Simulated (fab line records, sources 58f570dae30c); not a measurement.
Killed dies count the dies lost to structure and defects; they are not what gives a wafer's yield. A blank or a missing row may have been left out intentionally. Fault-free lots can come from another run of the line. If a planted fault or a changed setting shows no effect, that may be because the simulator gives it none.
What tool caused it? + flow berkeley_cmos170 + 6 lots, 18 wafers sampled, at 2 steps of a route of 331

== WHAT THE GAUGES READ, wafer by wafer ==
UCB170_NSD_CD_MEAS_06: the cd target is 1200 nm.
| lot  | measured     | on        | cd_nm (nm)           |
|------|--------------|-----------|----------------------|
| L166 | day 7 06:23  | cd_sem-02 | 1200.7 1199.6 1198.6 |
| L168 | day 7 18:29  | cd_sem-02 | 1200.3 1201.5 1201.0 |
| L169 | day 8 07:11  | cd_sem-01 | - - -                |
| L173 | day 9 06:00  | cd_sem-02 | 1200.9 1202.4 1200.1 |
| L181 | day 9 21:04  | cd_sem-01 | 1199.6 1199.8 1199.1 |
| L186 | day 10 19:25 | cd_sem-02 | 1200.2 1199.3 1200.7 |

== EACH LOT AND THE TOOL THAT RAN IT (in order: tool; ch and the chambers of the sampled wafers; start) ==
| lot  | UCB170_NSD_EXPOSE_03              |
|------|-----------------------------------|
| L166 | krf_scanner-02 ch 0, day 7 05:25  |
| L168 | krf_scanner-02 ch 0, day 7 17:40  |
| L169 | krf_scanner-01 ch 0, day 8 06:40  |
| L173 | krf_scanner-02 ch 0, day 9 05:00  |
| L181 | krf_scanner-02 ch 0, day 9 19:58  |
| L186 | krf_scanner-01 ch 0, day 10 18:52 |
- UCB170_NSD_EXPOSE_03: exposes mask NSELECT MOD, target cd 1200 nm.

== THE ANSWER, worked out from the rows above alone ==
Rule: the usual values come from the lots themselves. Put in order of their means at a reading, lots are off if they are a third of the lots or fewer, leave a main group of 4 or more, and stand apart from it by a gap of 3 or more times the standard deviation of the main group's means; of several such gaps the widest counts. The tables above print the reading to a certain number of digits; a main group whose means all agree to those digits is not used. Also off: a lot with no number at a reading for which 4 or more lots have one. The other lots that the step has rows for count as sound.
Off at UCB170_NSD_CD_MEAS_06 (cd_nm): L169. Without a number there: L169. Mean 1200.3 nm and standard deviation 0.67 in the main group.
If a tool, at a process step before that reading, ran all the lots that are off and no sound lot after the first of them, it fits. Those tools and the gauges at UCB170_NSD_CD_MEAS_06 are tried in the same way. No candidate that was tried fits.

== WHAT THE SIMULATOR HAD INSERTED ==
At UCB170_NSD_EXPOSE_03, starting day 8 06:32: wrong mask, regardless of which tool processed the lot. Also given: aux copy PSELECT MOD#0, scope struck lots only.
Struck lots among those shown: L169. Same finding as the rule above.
